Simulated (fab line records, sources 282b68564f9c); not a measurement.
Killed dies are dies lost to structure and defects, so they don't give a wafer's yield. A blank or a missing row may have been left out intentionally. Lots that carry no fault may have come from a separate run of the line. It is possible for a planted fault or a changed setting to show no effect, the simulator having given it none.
Struck lot and sound lot, side by side || flow rit cmos || 21 steps out of a route of 202
Sound: these wafers, L861.1, L861.2, L861.4. Wafers struck: L864.1, L864.3, L864.5. Last of all comes the cause.
For every step that has rows: the tool of each side, followed by ch and its chambers, followed by its first start. Under that, the readings that differ: sound wafers || struck wafers || difference of the means || sigmas: that difference in standard deviations of wafers without a fault.
alike: readings whose means differ by less than 2 such deviations, and words and numbers that are the same on both sides. not compared: withheld readings, readings that some wafer has no value for, bounds like >300 that may hide the same value, and numbers for which the record gives no deviation and whose values overlap.
A row with sigmas, a row that says differs or no value, or rows on one side alone: a step with any of these is where the two part. When numbers do not overlap yet have no deviation, they are printed without sigmas and do not part them. Lack of a reading on every wafer of one side parts them only where that side has two or more wafers.

RIT_PLDD_OVL_MEAS_06:
  sound on overlay-01 at day 4 11:21; struck on overlay-02 at day 5 02:31
  alike: PLDD_OVL
then, 2 steps without rows for these wafers: RIT_PLDD_HARDBAKE_07 (time 60 s); RIT_PLDD_IMPLANT_08.
RIT_PLDD_STRIP_09: strips in O2, time 180 s.
  sound on plasma asher-01 ch 0,1, day 4 11:41; struck on plasma asher-02 ch 0,1, day 5 02:51
{"reading": "drypump motor current A (A)", "sound": "5.4 5.5 5.5", "struck": "6.3 6.4 6.3", "difference": "+0.9", "sigmas": "+2"}
  not compared: rf hours counter h
RIT_PLDD_TW_MEAS_10:
  sound on film metro-01 at day 4 11:52; struck on film metro-01 at day 5 03:02
  alike: PLDD_TW
then, 4 steps without rows for these wafers: RIT_SPACER_CLEAN_00 (cleans in SC1, time 600 s); RIT_SPACER_CLEAN_01 (cleans in dHF, time 30 s); RIT_SPACER_CLEAN_02 (cleans in SC2, time 600 s); RIT_SPACER_CVD_03 (deposits Si3N4 from SiH2Cl2/NH3, target thk 250 nm, time 3300 s).
RIT_SPACER_THK_MEAS_04:
  sound on film metro-04 at day 4 14:13; struck on film metro-04 at day 5 05:22
  alike: SPACER_NITRIDE_THK
RIT_SPACER_ETCHBACK_05: etches Si3N4 in SF6/CHF3, stops on SiO2, target depth 250 nm, time 240 s.
  sound on rie diel-04 ch 1,2,3, day 4 14:16; struck on rie diel-04 ch 1,2,3, day 5 05:26
  alike: drypump motor current A, oes product au, throttle valve pct
  not compared: rf hours counter h
then, 1 step without rows for these wafers: RIT_NSD_HMDS_00 (prime time 60 s).
RIT_NSD_COAT_01: resist thk 1000 nm.
  sound on litho track-04 ch 0, day 4 14:34; struck on litho track-04 ch 0, day 5 05:44
{"reading": "model.NOVOLAK_of_NSD_COAT_01.thk nm (nm)", "sound": "997.4 996 998.1", "struck": "965.9 966.4 964.4", "difference": -31.6, "sigmas": ""}
  alike: spin speed rpm
then, 4 steps without rows for these wafers: RIT_NSD_SOFTBAKE_02 (time 60 s); RIT_NSD_EXPOSE_03 (exposes mask M9, target cd 40700 nm); RIT_NSD_PEB_04; RIT_NSD_DEVELOP_05 (develop time 50 s).
RIT_NSD_OVL_MEAS_06:
  sound on overlay-01 at day 4 15:23; struck on overlay-01 at day 5 06:26
  alike: NSD_OVL
RIT_NSD_HARDBAKE_07: time 60 s.
  sound on litho track-04 ch 0, day 4 15:26; struck on litho track-03 ch 0, day 5 06:28
{"reading": "model.NOVOLAK_of_NSD_COAT_01.thk nm (nm)", "sound": "881.4 880.2 882.1", "struck": "854 854.4 852.7", "difference": -28, "sigmas": ""}
after that, 1 step had no rows for these wafers: RIT_NSD_IMPLANT_08.
RIT_M1_PROBE_99:
  sound on prober-02 at day 5 01:37; struck on prober-01 at day 5 17:28
  alike: killed at contacts, killed at front end, killed dies, killed open, killed short

WHERE THEY PART
At RIT_PLDD_STRIP_09 and nowhere else, as far as this record goes. Later steps at which nothing parts them and some readings are alike: RIT_PLDD_TW_MEAS_10, RIT_SPACER_THK_MEAS_04, RIT_SPACER_ETCHBACK_05, RIT_NSD_COAT_01, RIT_NSD_OVL_MEAS_06, RIT_M1_PROBE_99.

WHY: what the simulator had put in
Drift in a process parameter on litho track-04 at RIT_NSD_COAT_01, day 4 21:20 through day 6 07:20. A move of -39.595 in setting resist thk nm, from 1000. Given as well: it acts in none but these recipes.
